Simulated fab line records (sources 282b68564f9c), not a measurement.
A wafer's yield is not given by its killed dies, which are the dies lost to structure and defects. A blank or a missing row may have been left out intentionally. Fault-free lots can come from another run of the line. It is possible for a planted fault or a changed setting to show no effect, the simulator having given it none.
fab line records + flow ritCmos
[record]
- lots = 7
- wafers = 21
- lastDay = 7
route steps=202 shown PWELL@44 WELLDRIVE@50 NWELL@51 NRETRO@53 M1@202
lots that met no fault: from a run of the same line without faults
startH: the number of hours between the record's first day and the start of the first shown wafer of the lot + waitH: time in hours since the lot's previous step + " identical to the entry in the row above + L1.1+2: several wafers, shown together as one row + - either no value or no given start + * or withheld: withheld + < > ~ a bound
route shown NAME@n: a module of which the file shows steps, and the number in the route of the first + usual: mean/standard deviation taken from wafers without a fault + same: alike in all rows + chamber/n: place in a boat + sites: each site's reading + _std_site: their standard deviation + _edge_site: inner sites' mean taken away from outer sites' mean + radiusMm: for every site, how far away it sits from the centre of the wafer + mask NAME#n: copy n + behind: the last tool/chamber to shape the wafer + hold: reason for holding the lot/hours on hold/outcome of the hold + device: names the non-switching transistor (n, p or np) + end of line: the route-end tests of the same wafers + a step with no rows: only its recipe + killed: not the wafer's yield, but the dies lost to structure and defects at the first sort + map: a wafer's dies, marking killed ones x, the rest . and places with no die _
set.NAME: the setting that was run; set.NAME@STEP: the one run at that earlier step + model.NAME: the simulator's own value behind a step, which no gauge read
certain route steps with their lots: each step a table, each wafer a row
services: the hour from which a tool's chamber was out of use, counted from the record's first day as startH (under 0 if before that day), plus the number of hours and why
[[steps]]
[step RIT_PWELL_DEVELOP_05]
[recipe]
- resist = NOVOLAK
- developTimeS = 68
- devTempC = 23
[step RIT_PWELL_OVL_MEAS_06]
[usual]
- PWELL_OVL = 1.2/1.7
| lot.wafer | tool       | chamber | startH | waitH | PWELL_OVL[nm] |
|-----------|------------|---------|--------|-------|---------------|
| L177.1    | overlay-01 | -       | 32.12  | -     | 1.0           |
| L177.2    | "          | -       | "      | "     | 0.3           |
| L177.6    | "          | -       | "      | "     | 0.2           |
| L178.3    | overlay-01 | -       | 36.95  | -     | 1.2           |
| L178.4    | "          | -       | "      | "     | 2.4           |
| L178.5    | "          | -       | "      | "     | 1.9           |
| L187.1    | overlay-01 | -       | 83.27  | -     | -0.9          |
| L187.4    | "          | -       | "      | "     | -1.8          |
| L187.6    | "          | -       | "      | "     | -1.7          |
| L188.1    | overlay-02 | -       | 88.30  | -     | 1.0           |
| L188.3    | "          | -       | "      | "     | 2.7           |
| L188.4    | "          | -       | "      | "     | 2.6           |
| L192.1    | overlay-01 | -       | 108.18 | -     | 2.4           |
| L192.2    | "          | -       | "      | "     | 1.5           |
| L192.6    | "          | -       | "      | "     | 2.2           |
| L196.1    | overlay-02 | -       | 127.05 | -     | -0.1          |
| L196.3    | "          | -       | "      | "     | 2.9           |
| L196.5    | "          | -       | "      | "     | 0.0           |
| L197.1    | overlay-02 | -       | 132.91 | -     | 4.0           |
| L197.2    | "          | -       | "      | "     | 0.6           |
| L197.6    | "          | -       | "      | "     | 2.4           |
[step RIT_PWELL_HARDBAKE_07]
[recipe]
- resist = NOVOLAK
- tempC = 140
- timeS = 120
[step RIT_PWELL_IMPLANT_08]
[recipe]
- species = B
- energyKev = 170
- doseCm2 = 7e+13
- tiltDeg = 7
[step RIT_PWELL_STRIP_09]
[recipe]
- chemistry = O2
- timeS = 180
- resist = NOVOLAK
- platenTempC = withheld
- powerW = 500
- pressureMtorr = 4000
- o2FlowSccm = 4000
[usual]
- drypumpMotorCurrentA = 5.7/0.35
| lot.wafer | tool           | chamber | startH | waitH | drypumpMotorCurrentA | rfHoursCounterH |
|-----------|----------------|---------|--------|-------|----------------------|-----------------|
| L177.1    | plasmaAsher-02 | 0       | 32.56  | 0.1   | 6.2                  | 22              |
| L177.2    | "              | 1       | "      | "     | 6.0                  | 22              |
| L177.6    | "              | 1       | "      | "     | 6.0                  | -               |
| L178.3    | plasmaAsher-04 | 1       | 37.43  | 0.1   | 5.5                  | -               |
| L178.4    | "              | 0       | "      | "     | 5.9                  | -               |
| L178.5    | "              | 0       | "      | "     | 5.9                  | -               |
| L187.1    | plasmaAsher-04 | 1       | 83.70  | 0.1   | 5.5                  | 46              |
| L187.4    | "              | 1       | "      | "     | 5.5                  | -               |
| L187.6    | "              | 0       | "      | "     | 5.9                  | -               |
| L188.1    | plasmaAsher-02 | 1       | 88.74  | 0.1   | 6.0                  | 28              |
| L188.3    | "              | 1       | "      | "     | 6.0                  | -               |
| L188.4    | "              | 0       | "      | "     | 6.2                  | -               |
| L192.1    | plasmaAsher-03 | 0       | 108.77 | 0.2   | 5.2                  | 48              |
| L192.2    | "              | 1       | "      | "     | 5.5                  | 48              |
| L192.6    | "              | 1       | "      | "     | 5.5                  | -               |
| L196.1    | plasmaAsher-03 | 1       | 127.49 | 0.1   | 5.5                  | 50              |
| L196.3    | "              | 1       | "      | "     | 5.5                  | -               |
| L196.5    | "              | 0       | "      | "     | 5.2                  | -               |
| L197.1    | plasmaAsher-03 | 1       | 133.34 | 0.1   | 5.5                  | 51              |
| L197.2    | "              | 0       | "      | "     | 5.2                  | 51              |
| L197.6    | "              | 0       | "      | "     | 5.2                  | -               |
[step RIT_PWELL_TW_MEAS_10]
[usual]
- PWELL_TW = 956/6.9
| lot.wafer | tool         | chamber | startH | waitH | PWELL_TW |
|-----------|--------------|---------|--------|-------|----------|
| L177.1    | filmMetro-04 | -       | 32.74  | 0.1   | 946      |
| L177.2    | "            | -       | "      | "     | 942      |
| L177.6    | "            | -       | "      | "     | 947      |
| L178.3    | filmMetro-04 | -       | 37.57  | 0.1   | 946      |
| L178.4    | "            | -       | "      | "     | 946      |
| L178.5    | "            | -       | "      | "     | 948      |
| L187.1    | filmMetro-04 | -       | 83.88  | 0.1   | 949      |
| L187.4    | "            | -       | "      | "     | 947      |
| L187.6    | "            | -       | "      | "     | 949      |
| L188.1    | filmMetro-02 | -       | 88.91  | 0.1   | 960      |
| L188.3    | "            | -       | "      | "     | 959      |
| L188.4    | "            | -       | "      | "     | 960      |
| L192.1    | filmMetro-02 | -       | 108.94 | 0.1   | 968      |
| L192.2    | "            | -       | "      | "     | 964      |
| L192.6    | "            | -       | "      | "     | 960      |
| L196.1    | filmMetro-02 | -       | 127.66 | 0.1   | 957      |
| L196.3    | "            | -       | "      | "     | 961      |
| L196.5    | "            | -       | "      | "     | 949      |
| L197.1    | filmMetro-01 | -       | 133.52 | 0.1   | 953      |
| L197.2    | "            | -       | "      | "     | 954      |
| L197.6    | "            | -       | "      | "     | 957      |
[step RIT_WELLDRIVE_ANNEAL_00]
[recipe]
- tempC = 1100
- timeS = 14700
- ambient = N2
[step RIT_WELLDRIVE_RS_MEAS_01]
[recipe]
- thkMeasGauge = four-point-probe
[usual]
- NWELL_RS = 275.3/0.85
| lot.wafer | tool         | chamber | startH | waitH | NWELL_RS[ohm/sq] |
|-----------|--------------|---------|--------|-------|------------------|
| L177.1    | filmMetro-02 | -       | 37.88  | 0.0   | 274.7            |
| L177.2    | "            | -       | "      | "     | 274.4            |
| L177.6    | "            | -       | "      | "     | 275.0            |
| L178.3    | filmMetro-04 | -       | 43.00  | 0.0   | 275.5            |
| L178.4    | "            | -       | "      | "     | 274.8            |
| L178.5    | "            | -       | "      | "     | 274.7            |
| L187.1    | filmMetro-04 | -       | 89.02  | 0.0   | 275.7            |
| L187.4    | "            | -       | "      | "     | 276.9            |
| L187.6    | "            | -       | "      | "     | 277.1            |
| L188.1    | filmMetro-02 | -       | 94.11  | 0.0   | 274.7            |
| L188.3    | "            | -       | "      | "     | 275.2            |
| L188.4    | "            | -       | "      | "     | 274.7            |
| L192.1    | filmMetro-02 | -       | 114.09 | 0.0   | 275.4            |
| L192.2    | "            | -       | "      | "     | 276.0            |
| L192.6    | "            | -       | "      | "     | 274.9            |
| L196.1    | filmMetro-02 | -       | 132.81 | 0.0   | 275.2            |
| L196.3    | "            | -       | "      | "     | 275.8            |
| L196.5    | "            | -       | "      | "     | 275.7            |
| L197.1    | filmMetro-01 | -       | 138.97 | 0.0   | 274.9            |
| L197.2    | "            | -       | "      | "     | 275.3            |
| L197.6    | "            | -       | "      | "     | 274.8            |
[step RIT_WELLDRIVE_RS_MEAS_02]
[recipe]
- thkMeasGauge = four-point-probe
[usual]
- PWELL_RS = 429.7/1.1
| lot.wafer | tool         | chamber | startH | waitH | PWELL_RS[ohm/sq] |
|-----------|--------------|---------|--------|-------|------------------|
| L177.1    | filmMetro-02 | -       | 38.00  | 0.1   | 431.4            |
| L177.2    | "            | -       | "      | "     | 431.7            |
| L177.6    | "            | -       | "      | "     | 430.4            |
| L178.3    | filmMetro-04 | -       | 43.12  | 0.1   | 430.2            |
| L178.4    | "            | -       | "      | "     | 429.3            |
| L178.5    | "            | -       | "      | "     | 429.2            |
| L187.1    | filmMetro-04 | -       | 89.14  | 0.1   | 430.0            |
| L187.4    | "            | -       | "      | "     | 431.6            |
| L187.6    | "            | -       | "      | "     | 429.3            |
| L188.1    | filmMetro-02 | -       | 94.23  | 0.1   | 431.1            |
| L188.3    | "            | -       | "      | "     | 429.4            |
| L188.4    | "            | -       | "      | "     | 430.1            |
| L192.1    | filmMetro-02 | -       | 114.21 | 0.1   | 428.0            |
| L192.2    | "            | -       | "      | "     | 429.1            |
| L192.6    | "            | -       | "      | "     | 428.5            |
| L196.1    | filmMetro-02 | -       | 132.93 | 0.1   | 430.6            |
| L196.3    | "            | -       | "      | "     | 429.6            |
| L196.5    | "            | -       | "      | "     | 431.1            |
| L197.1    | filmMetro-01 | -       | 139.09 | 0.1   | 429.2            |
| L197.2    | "            | -       | "      | "     | 429.3            |
| L197.6    | "            | -       | "      | "     | 427.9            |
[step RIT_NRETRO_HMDS_00]
[recipe]
- primeTimeS = 60
- primeTempC = 140
[step RIT_NRETRO_COAT_01]
[recipe]
- resist = NOVOLAK
- spinRpm = 2000
- resistThkNm = 1300
[step RIT_NRETRO_SOFTBAKE_02]
[recipe]
- resist = NOVOLAK
- tempC = 90
- timeS = 60
[step RIT_NRETRO_EXPOSE_03]
[recipe]
- maskId = M4
- na = 0.57
- targetCdNm = 43900
- doseMj = 250
[usual]
- exposureDoseMJCm2 = 250.04/0.26
[same]
- na = 0.57
| lot.wafer | tool            | chamber | startH | waitH | mask | exposureDoseMJCm2 | model.NRETRO.overlayXNm |
|-----------|-----------------|---------|--------|-------|------|-------------------|-------------------------|
| L177.1    | ilineStepper-01 | 0       | 38.57  | 0.1   | M4#0 | 250.12            | -0.6309                 |
| L177.2    | "               | 0       | "      | "     | M4#0 | 250.13            | -0.6309                 |
| L177.6    | "               | 0       | "      | "     | M4#0 | 250.02            | -0.6309                 |
| L178.3    | ilineStepper-02 | 0       | 43.82  | 0.2   | M4#0 | 250.37            | 0.2732                  |
| L178.4    | "               | 0       | "      | "     | M4#0 | 250.18            | 0.2732                  |
| L178.5    | "               | 0       | "      | "     | M4#0 | 250.46            | 0.2732                  |
| L187.1    | ilineStepper-02 | 0       | 89.84  | 0.2   | M4#0 | 249.69            | -300.5                  |
| L187.4    | "               | 0       | "      | "     | M4#0 | 249.60            | -300.5                  |
| L187.6    | "               | 0       | "      | "     | M4#0 | 250.21            | -300.5                  |
| L188.1    | ilineStepper-02 | 0       | 94.80  | 0.1   | M4#0 | 249.60            | -298.3                  |
| L188.3    | "               | 0       | "      | "     | M4#0 | 249.41            | -298.3                  |
| L188.4    | "               | 0       | "      | "     | M4#0 | 249.76            | -298.3                  |
| L192.1    | ilineStepper-02 | 0       | 114.90 | 0.2   | M4#0 | 249.97            | -299.2                  |
| L192.2    | "               | 0       | "      | "     | M4#0 | 250.02            | -299.2                  |
| L192.6    | "               | 0       | "      | "     | M4#0 | 249.98            | -299.2                  |
| L196.1    | ilineStepper-01 | 0       | 133.65 | 0.2   | M4#0 | 249.98            | -0.5736                 |
| L196.3    | "               | 0       | "      | "     | M4#0 | 250.19            | -0.5736                 |
| L196.5    | "               | 0       | "      | "     | M4#0 | 250.20            | -0.5736                 |
| L197.1    | ilineStepper-01 | 0       | 139.66 | 0.1   | M4#0 | 249.21            | 1.086                   |
| L197.2    | "               | 0       | "      | "     | M4#0 | 250.07            | 1.086                   |
| L197.6    | "               | 0       | "      | "     | M4#0 | 250.20            | 1.086                   |
[step RIT_NRETRO_PEB_04]
[recipe]
- resist = NOVOLAK
- tempC = withheld
- timeS = withheld
[step RIT_NRETRO_DEVELOP_05]
[recipe]
- resist = NOVOLAK
- developTimeS = 68
- devTempC = 23
[step RIT_NRETRO_OVL_MEAS_06]
[usual]
- NRETRO_OVL = -0.2/1.5
| lot.wafer | tool       | chamber | startH | waitH | NRETRO_OVL[nm] |
|-----------|------------|---------|--------|-------|----------------|
| L177.1    | overlay-02 | -       | 39.03  | -     | -1.2           |
| L177.2    | "          | -       | "      | "     | 0.9            |
| L177.6    | "          | -       | "      | "     | -0.5           |
| L178.3    | overlay-01 | -       | 44.22  | -     | 0.8            |
| L178.4    | "          | -       | "      | "     | -0.9           |
| L178.5    | "          | -       | "      | "     | -0.2           |
| L187.1    | overlay-02 | -       | 90.27  | -     | -300.3         |
| L187.4    | "          | -       | "      | "     | -301.2         |
| L187.6    | "          | -       | "      | "     | -299.2         |
| L188.1    | overlay-01 | -       | 95.23  | -     | -296.2         |
| L188.3    | "          | -       | "      | "     | -298.0         |
| L188.4    | "          | -       | "      | "     | -296.0         |
| L192.1    | overlay-02 | -       | 115.34 | -     | -297.9         |
| L192.2    | "          | -       | "      | "     | -298.6         |
| L192.6    | "          | -       | "      | "     | -300.1         |
| L196.1    | overlay-02 | -       | 134.08 | -     | -1.6           |
| L196.3    | "          | -       | "      | "     | -0.4           |
| L196.5    | "          | -       | "      | "     | -2.5           |
| L197.1    | overlay-02 | -       | 140.20 | -     | 1.1            |
| L197.2    | "          | -       | "      | "     | 1.1            |
| L197.6    | "          | -       | "      | "     | 2.9            |
[step RIT_NRETRO_HARDBAKE_07]
[recipe]
- resist = NOVOLAK
- tempC = 140
- timeS = 120
[step RIT_M1_PROBE_99]
[usual]
- killedAtFrontEnd = 7/3
- killedDies = 7/3.1
- killedOpen = 3.4/2.1
- killedShort = 3.2/1.9
[same]
- grossDies = 264
- killed_at_M0_to_M3 = 0
- killed_at_M4_up = 0
- killedAtBackSide = 0
- killedAtContacts = 0
- killedAtOther = 0
| lot.wafer | tool      | chamber | startH | waitH | killedAtFrontEnd | killedDies | killedOpen | killedShort | model.etest.wellEdgeRight.lineOhmUm | model.etest.retroEdgeNmos.offLog10AUm | model.etest.retroEdgePmos.offLog10AUm |
|-----------|-----------|---------|--------|-------|------------------|------------|------------|-------------|-------------------------------------|---------------------------------------|---------------------------------------|
| L177.1    | prober-01 | -       | 68.92  | 0.1   | 2                | 2          | 1          | 1           | 183.1                               | -10.25                                | -10.36                                |
| L177.2    | prober-01 | -       | 68.97  | 0.1   | 6                | 6          | 2          | 4           | 182.2                               | -10.21                                | -10.26                                |
| L177.6    | prober-01 | -       | 69.17  | 0.2   | 4                | 4          | 1          | 3           | 182.2                               | -10.12                                | -10.38                                |
| L178.3    | prober-01 | -       | 73.38  | 0.2   | 5                | 5          | 1          | 4           | 185.3                               | -9.492                                | -9.871                                |
| L178.4    | prober-01 | -       | 73.43  | 0.2   | 8                | 8          | 5          | 3           | 185                                 | -9.992                                | -9.943                                |
| L178.5    | prober-01 | -       | 73.48  | 0.2   | 8                | 8          | 2          | 6           | 184.7                               | -9.892                                | -9.936                                |
| L187.1    | prober-02 | -       | 117.43 | 0.1   | 9                | 9          | 5          | 4           | 183.2                               | -7.511                                | -7.334                                |
| L187.4    | prober-02 | -       | 117.58 | 0.2   | 6                | 6          | 3          | 3           | 184.7                               | -7.256                                | -7.398                                |
| L187.6    | prober-02 | -       | 117.68 | 0.2   | 2                | 2          | 1          | 1           | 190.6                               | -7.377                                | -7.768                                |
| L188.1    | prober-01 | -       | 123.58 | 0.1   | 6                | 6          | 4          | 2           | 183.4                               | -7.819                                | -7.696                                |
| L188.3    | prober-01 | -       | 123.68 | 0.2   | 14               | 14         | 10         | 4           | 187.9                               | -7.939                                | -7.959                                |
| L188.4    | prober-01 | -       | 123.73 | 0.2   | 7                | 7          | 3          | 4           | 184.7                               | -7.808                                | -7.708                                |
| L192.1    | prober-01 | -       | 143.61 | 0.1   | 6                | 6          | 3          | 3           | 185.2                               | -8.045                                | -7.94                                 |
| L192.2    | prober-01 | -       | 143.66 | 0.1   | 7                | 7          | 2          | 5           | 185.1                               | -8.241                                | -8.006                                |
| L192.6    | prober-01 | -       | 143.86 | 0.2   | 6                | 6          | 3          | 3           | 187.4                               | -8.126                                | -7.939                                |
| L196.1    | prober-01 | -       | 161.92 | 0.1   | 9                | 9          | 6          | 3           | 180.5                               | -9.723                                | -10.41                                |
| L196.3    | prober-01 | -       | 162.02 | 0.2   | 11               | 11         | 4          | 7           | 184.3                               | -9.618                                | -10.19                                |
| L196.5    | prober-01 | -       | 162.12 | 0.2   | 6                | 6          | 2          | 4           | 181.3                               | -10.08                                | -10.33                                |
| L197.1    | prober-02 | -       | 168.67 | 0.1   | 4                | 4          | 3          | 1           | 180.9                               | -10.25                                | -10.19                                |
| L197.2    | prober-02 | -       | 168.72 | 0.1   | 13               | 13         | 7          | 6           | 182.1                               | -10.07                                | -10.25                                |
| L197.6    | prober-02 | -       | 168.92 | 0.2   | 2                | 2          | 1          | 1           | 184.6                               | -10.16                                | -10.34                                |
// killed by level:class
L177.1 GATE:geometricParticle:open=1 SILICIDE:geometricParticle:short=1
L177.2 REOX:geometricParticle:short=2 FOX2:geometricParticle:short=1 FOX2:geometricParticle:open=1 GATE:geometricParticle:open=1 GATE:geometricParticle:short=1
L177.6 GATE:geometricParticle:short=2 FOX2:geometricParticle:short=1 GATE:geometricParticle:open=1
L178.3 GATE:geometricParticle:short=2 FOX1:geometricParticle:short=1 FOX2:geometricParticle:open=1 REOX:geometricParticle:short=1
L178.4 SPACER:geometricParticle:open=3 GATE:geometricParticle:open=2 GATE:geometricParticle:short=2 SPACER:geometricParticle:short=1
L178.5 GATE:geometricParticle:short=5 GATE:geometricParticle:open=1 REOX:geometricParticle:open=1 SPACER:geometricParticle:short=1
L187.1 GATE:geometricParticle:open=2 SILICIDE:geometricParticle:short=2 FOX1:geometricParticle:open=1 GATE:geometricParticle:short=1 REOX:geometricParticle:open=1 REOX:geometricParticle:short=1 SILICIDE:geometricParticle:open=1
L187.4 GATE:geometricParticle:open=2 ACTIVE:geometricParticle:open=1 FOX1:geometricParticle:short=1 FOX2:geometricParticle:short=1 GATE:geometricParticle:short=1
L187.6 GATE:geometricParticle:open=1 SILICIDE:geometricParticle:short=1
L188.1 GATE:geometricParticle:open=3 GATE:geometricParticle:short=1 REOX:geometricParticle:short=1 REOX:geometricParticle:open=1
L188.3 REOX:geometricParticle:open=5 GATE:geometricParticle:open=3 SILICIDE:geometricParticle:open=2 FOX1:geometricParticle:short=1 GATE:geometricParticle:short=1 REOX:geometricParticle:short=1 SILICIDE:geometricParticle:short=1
L188.4 FOX1:geometricParticle:short=2 GATE:geometricParticle:open=2 GATE:geometricParticle:short=1 REOX:geometricParticle:short=1 SILICIDE:geometricParticle:open=1
L192.1 REOX:geometricParticle:short=2 FOX1:geometricParticle:open=1 GATE:geometricParticle:open=1 GATE:geometricParticle:short=1 REOX:geometricParticle:open=1
L192.2 REOX:geometricParticle:short=3 FOX1:geometricParticle:short=1 REOX:geometricParticle:open=1 SPACER:geometricParticle:short=1 SILICIDE:geometricParticle:open=1
L192.6 REOX:geometricParticle:short=2 GATE:geometricParticle:short=1 GATE:geometricParticle:open=1 REOX:geometricParticle:open=1 SILICIDE:geometricParticle:open=1
L196.1 FOX1:geometricParticle:open=3 FOX1:geometricParticle:short=1 GATE:geometricParticle:open=1 REOX:geometricParticle:open=1 REOX:geometricParticle:short=1 SILICIDE:geometricParticle:open=1 SILICIDE:geometricParticle:short=1
L196.3 FOX1:geometricParticle:open=2 GATE:geometricParticle:short=2 REOX:geometricParticle:short=2 SILICIDE:geometricParticle:short=2 FOX1:geometricParticle:short=1 GATE:geometricParticle:open=1 SILICIDE:geometricParticle:open=1
L196.5 GATE:geometricParticle:short=2 ACTIVE:geometricParticle:open=1 GATE:geometricParticle:open=1 REOX:geometricParticle:short=1 SILICIDE:geometricParticle:short=1
L197.1 FOX2:geometricParticle:open=1 GATE:geometricParticle:short=1 REOX:geometricParticle:open=1 SILICIDE:geometricParticle:open=1
L197.2 FOX1:geometricParticle:open=3 GATE:geometricParticle:short=3 GATE:geometricParticle:open=3 FOX1:geometricParticle:short=1 SPACER:geometricParticle:short=1 SILICIDE:geometricParticle:open=1 SILICIDE:geometricParticle:short=1
L197.6 GATE:geometricParticle:open=1 REOX:geometricParticle:short=1
[[services]]
| tool            | chamber | startH | hours | kind        |
|-----------------|---------|--------|-------|-------------|
| ilineStepper-01 | -       | 29.45  | 1.7   | pm          |
| ilineStepper-02 | -       | 49.07  | 1.7   | pm          |
| ilineStepper-01 | -       | 66.70  | 5.9   | repair      |
| plasmaAsher-04  | -       | 71.49  | 0.9   | repair      |
| ilineStepper-02 | -       | 108.06 | 4.4   | pm          |
| plasmaAsher-03  | -       | 114.87 | 0.8   | repair      |
| ilineStepper-01 | 0       | 132.16 | -     | calibration |
[[key]]
[firstSign]
- step = RIT_NRETRO_OVL_MEAS_06
- reading = NRETRO_OVL
- direction = down
- sigmas = 99+
- usual = -0.2
- struck = -298.6
effect none on later readings
[modelEffect]
- step = RIT_NRETRO_EXPOSE_03
- value = NRETRO.overlayXNm
- without = 0.6812
- struck = -299.3
[modelEffect]
- step = RIT_M1_PROBE_99
- value = etest.wellEdgeRight.lineOhmUm
- without = 182.7
- struck = 185.8
metAt RIT_NRETRO_EXPOSE_03
struckWafers L187.1,L187.4,L187.6,L188.1,L188.3,L188.4,L192.1,L192.2,L192.6
testerLeftOut L187,L188,L192
onsetBetween 43.82 89.84
[fault]
- kind = scannerMatchingOverlay
- tool = ilineStepper-02
- chamber = -
- onsetH = 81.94
- steps = RIT_NRETRO_EXPOSE_03
- offset = -300
// testerLeftOut: of these lots the tester's yield and bins aren't shown, on N5 and GAA mostly nor the transistor test; their killed dies are dies lost to structure and defects alone, not to doping, threshold or leakage, so they don't give the yield
